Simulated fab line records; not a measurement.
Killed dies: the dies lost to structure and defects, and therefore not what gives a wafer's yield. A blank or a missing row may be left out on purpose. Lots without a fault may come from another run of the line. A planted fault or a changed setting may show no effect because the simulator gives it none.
Comparing a struck lot with a sound one / flow rit-cmos / 14 steps out of a route of 202
Sound: wafers L242.2, L242.3, L242.4. Wafers struck: L240.1, L240.3, L240.6. The cause is given at the end.
Per side, at each step with rows, come the tool, then ch with its chambers, and then its first start. Under that, the readings that differ: sound wafers / struck wafers / difference of the means / sigmas: that difference in standard deviations of wafers without a fault.
alike: readings with means less than 2 such deviations apart, plus words and numbers identical on both sides. not compared: withheld readings, readings lacking a value on some wafer, bounds such as >300 that could conceal the same value, and numbers that have no deviation in the record and whose values overlap.
Wherever a step has rows on one side only, a row that says differs or no value, or a row with sigmas, the two part there. Numbers that have no deviation but don't overlap get no sigmas and don't part them. Lack of a reading on every wafer of one side parts them only where that side has two or more wafers.

RIT_CONTACT_ETCH_11: etches SiO2 in CHF3/CF4/Ar, stops on TiSi2, target depth 480 nm, time 320 s.
  sound on rie-diel-02 ch 1,2,3, day 7 04:27; struck on rie-diel-02 ch 1,2, day 6 17:32
  alike: drypump-motor-current-A, oes-product-au, throttle-valve-pct
  not compared: rf-hours-counter-h
RIT_CONTACT_STRIP_12: strips in O2, time 180 s.
  sound on plasma-asher-01 ch 0,1, day 7 04:38; struck on plasma-asher-01 ch 1, day 6 17:44
  alike: drypump-motor-current-A
  not compared: rf-hours-counter-h
RIT_CONTACT_CD_MEAS_90: target cd 1000 nm.
  sound on cd-sem-02 at day 7 04:50; struck on cd-sem-02 at day 6 17:54
  alike: cd-nm
then, 2 steps without rows for these wafers: RIT_CONTACT_CLEAN_13 (cleans in SC1, time 600 s); RIT_CONTACT_CLEAN_14 (cleans in SC2, time 600 s).
RIT_M1_SPUTTER_00: material Al, target thk 400 nm, time 500 s.
  sound on pvd-sputter-04 at day 7 05:18; struck on pvd-sputter-02 at day 6 18:24
  alike: throttle-valve-pct
RIT_M1_RS_MEAS_01: measurement is done with a four-point probe.
  sound on film-metro-03 at day 7 05:37; struck on film-metro-01 at day 6 18:42
reading=M1_AL_RS (ohm/sq); sound=0.0742 0.0742 0.0749; struck=0.0728 0.0728 0.0726; difference=-0.0017; sigmas=-2
RIT_M1_THK_MEAS_02: measures by xrf.
  sound on film-metro-03 at day 7 05:43; struck on film-metro-01 at day 6 18:49
  alike: M1_AL_THK
then, 4 steps without rows for these wafers: RIT_M1_HMDS_03 (prime time 61.38 s); RIT_M1_COAT_04 (resist thk 1300 nm); RIT_M1_SOFTBAKE_05 (time 60 s); RIT_M1_EXPOSE_06 (exposes mask M12, target cd 2600 nm).
RIT_M1_PEB_07:
  sound on litho-track-03 ch 0, day 7 06:29; struck on litho-track-02, day 6 19:27
reading=exhaust-pa (Pa); sound=44.9 47.3 45.9; struck=- - -; difference=no value on the struck wafers; sigmas=
  not compared: chill-plate-temp-C, resist-line-temp-C
then, 1 step without rows for these wafers: RIT_M1_DEVELOP_08 (develop time 68 s).

## WHERE THEY PART
Last at RIT_M1_PEB_07 as far as this record goes, first at RIT_M1_RS_MEAS_01.

WHY: what the simulator had put in
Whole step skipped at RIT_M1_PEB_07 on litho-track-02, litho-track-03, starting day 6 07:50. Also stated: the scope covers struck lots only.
